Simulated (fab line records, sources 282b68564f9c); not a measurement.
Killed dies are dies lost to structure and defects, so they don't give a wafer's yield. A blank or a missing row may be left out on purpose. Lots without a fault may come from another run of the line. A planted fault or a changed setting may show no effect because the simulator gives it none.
Split-lot experiment | flow rit_cmos | 5 lots, 23 wafers read, on a route of 202 steps

THE SPLIT
At RIT_PRETRO_SOFTBAKE_02 (time 60 s), the setting temp_c was moved away from the recipe's 90 C on 11 of the 23 wafers read, by -3.2% to +3.7%. The other wafers ran this setting at the recipe's value.

FROM THE SPLIT TO THE READING: what the file shows between them, 2 steps
- RIT_PRETRO_EXPOSE_03: exposes mask M5, target cd 43700 nm
- RIT_PRETRO_PEB_04

THE READING
NOVOLAK_of_PRETRO_COAT_01.thk_nm (the simulator's own value, which no gauge read), in nm, at RIT_PRETRO_DEVELOP_05 (develop time 68 s). The file gives no usual value for it. The 12 wafers here that ran the recipe average 1299 nm, standard deviation 5.8 nm.

wafer  | tool, chamber at the split | temp_c as run, C | against the recipe | NOVOLAK_of_PRETRO_COAT_01.thk_nm, nm | against lot-mates on the recipe
L074.2 | litho_track-02, 0          | 87.16            | -3.2%              | 1301                                 | +4
L074.5 | litho_track-02, 0          | 87.16            | -3.2%              | 1301                                 | +4
L074.3 | litho_track-02, 0          | 90               | recipe             | 1297                                 | -
L074.4 | litho_track-02, 0          | 90               | recipe             | 1296                                 | -
L074.6 | litho_track-02, 0          | 87.16            | -3.2%              | 1305                                 | +8
L076.1 | litho_track-03, 0          | 90               | recipe             | 1308                                 | -
L076.2 | litho_track-03, 0          | 90               | recipe             | 1311                                 | -
L076.3 | litho_track-03, 0          | 93.34            | +3.7%              | 1294                                 | -16
L076.6 | litho_track-03, 0          | 93.34            | +3.7%              | 1294                                 | -16
L076.4 | litho_track-03, 0          | 93.34            | +3.7%              | 1298                                 | -12
L077.1 | litho_track-01, 0          | 92.3             | +2.6%              | 1288                                 | -5
L077.2 | litho_track-01, 0          | 92.3             | +2.6%              | 1284                                 | -9
L077.3 | litho_track-01, 0          | 92.3             | +2.6%              | 1289                                 | -4
L077.5 | litho_track-01, 0          | 90               | recipe             | 1292                                 | -
L077.6 | litho_track-01, 0          | 90               | recipe             | 1294                                 | -
L082.2 | litho_track-01, 0          | 92.05            | +2.3%              | 1284                                 | -10
L082.3 | litho_track-01, 0          | 92.05            | +2.3%              | 1289                                 | -5
L082.4 | litho_track-01, 0          | 90               | recipe             | 1295                                 | -
L082.5 | litho_track-01, 0          | 90               | recipe             | 1294                                 | -
L082.6 | litho_track-01, 0          | 90               | recipe             | 1294                                 | -
L083.1 | litho_track-03, 0          | 90               | recipe             | 1304                                 | -
L083.3 | litho_track-03, 0          | 90               | recipe             | 1301                                 | -
L083.4 | litho_track-03, 0          | 90               | recipe             | 1299                                 | -

THE FIT
A straight line over all 23 wafers: NOVOLAK_of_PRETRO_COAT_01.thk_nm changes by -1.96 nm for each +1% of temp_c; r = -0.57; the points scatter about the line by 5.9 nm.
The same after taking each lot's own level away (the mean of its wafers on the recipe; 23 wafers): -2.79 nm for each +1%; r = -0.92; scatter 2.5 nm.
On that fit, the largest move of temp_c shifts the reading by 10 nm.
The lots' own levels span 1293.0 to 1309.5 nm, that is 2.8 times the standard deviation above.
So the lot-to-lot level blurs the effect unless lot-mates are compared.
Check: with one of the wafers moved furthest among these (+3.7%) left out of the fit, the line predicts -10.5 nm for it against its lot-mates. It came out at -15.5 nm against them.

OTHER SPLITS ON THESE WAFERS
These wafers also went through other splits before the reading. Each is held against what the fit with the lots' levels taken away leaves over:
other split on the same wafers  | wafers away from the commonest value | r with NOVOLAK_of_PRETRO_COAT_01.thk_nm (lot level and that fit taken away)
RIT_ACTIVE_CVD_03 nh3_flow_sccm | 18                                   | +0.01
RIT_ACTIVE_ETCH_13 rf_w         | 10                                   | +0.07
RIT_FOX1_WET_ETCH_02 time_s     | 18                                   | -0.27
RIT_PWELL_COAT_01 resist_thk_nm | 7                                    | +0.07
RIT_PWELL_IMPLANT_08 energy_kev | 8                                    | -0.09

THE FILE'S OWN FIT
NOVOLAK_of_PRETRO_COAT_01.thk_nm changes by -2.87 nm for each +1% of temp_c, r = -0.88.
